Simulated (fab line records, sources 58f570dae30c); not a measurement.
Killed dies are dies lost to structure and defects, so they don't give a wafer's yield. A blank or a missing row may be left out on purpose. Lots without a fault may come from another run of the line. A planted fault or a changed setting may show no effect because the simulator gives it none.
Which tool did it? | flow berkeley_cmos170 | 6 lots, 16 wafers sampled, at 3 steps of a route of 331

WHAT THE GAUGES READ, wafer by wafer
UCB170_V2_THK_MEAS_01.
lot  | measured     | on            | V2_TEOS_THK (nm)
L343 | day 7 19:49  | film_metro-04 | 1954 1993 1998
L345 | day 8 20:33  | film_metro-04 | 2003 1972 2044
L347 | day 8 21:16  | film_metro-02 | 1966 2035 2001
L354 | day 10 08:01 | film_metro-02 | 2348
L359 | day 11 05:58 | film_metro-01 | 2015 2022 2029
L363 | day 12 09:22 | film_metro-04 | 1987 1969 2016

WHICH TOOL RAN EACH LOT (tool, then ch and the chambers of the sampled wafers, then the start)
lot  | UCB170_V1_CVD_00                | UCB170_V2_CVD_00
L343 | pecvd-03 ch 1,2, day 7 13:58    | pecvd-01 ch 1,2, day 7 19:39
L345 | pecvd-03 ch 0,1,2, day 8 13:35  | pecvd-02 ch 0,1, day 8 20:23
L347 | pecvd-03 ch 0,1,2, day 8 13:45  | pecvd-03 ch 0,2, day 8 21:07
L354 | pecvd-01 ch 1, day 9 20:49      | pecvd-02 ch 0, day 10 07:53
L359 | pecvd-04 ch 1,2, day 11 00:47   | pecvd-01 ch 0,1,2, day 11 05:49
L363 | pecvd-01 ch 0,1,2, day 12 02:17 | pecvd-03 ch 0,1,2, day 12 09:13
- UCB170_V1_CVD_00: deposits SiO2 from TEOS/O2, target thk 2000 nm, time 250 s.
- UCB170_V2_CVD_00: deposits SiO2 from TEOS/O2, target thk 2000 nm, time 250 s.

THE ANSWER, worked out from the rows above alone
Rule: what is usual is taken from the lots themselves. Put in order of their means at a reading, lots are off if they are a third of the lots or fewer, leave a main group of 4 or more, and stand apart from it by a gap of 3 or more times the standard deviation of the main group's means; of several such gaps the widest counts. A main group whose means are all the same, to the digits that the tables above print for the reading, isn't used. A lot without any number at a reading at which 4 lots or more have one is off too. The other lots that the step has rows for count as sound.
Off: L354, at UCB170_V2_THK_MEAS_01 (V2_TEOS_THK). The main group: mean 2000 nm, standard deviation 14.
A tool fits if, at a process step before that reading, it ran every lot that is off, and no sound lot after the first of them. The gauges at UCB170_V2_THK_MEAS_01 are tried like those tools. Can't be told from this: 2 tools fit, pecvd-02 at UCB170_V2_CVD_00, film_metro-02 at UCB170_V2_THK_MEAS_01.

WHAT THE SIMULATOR HAD PUT IN
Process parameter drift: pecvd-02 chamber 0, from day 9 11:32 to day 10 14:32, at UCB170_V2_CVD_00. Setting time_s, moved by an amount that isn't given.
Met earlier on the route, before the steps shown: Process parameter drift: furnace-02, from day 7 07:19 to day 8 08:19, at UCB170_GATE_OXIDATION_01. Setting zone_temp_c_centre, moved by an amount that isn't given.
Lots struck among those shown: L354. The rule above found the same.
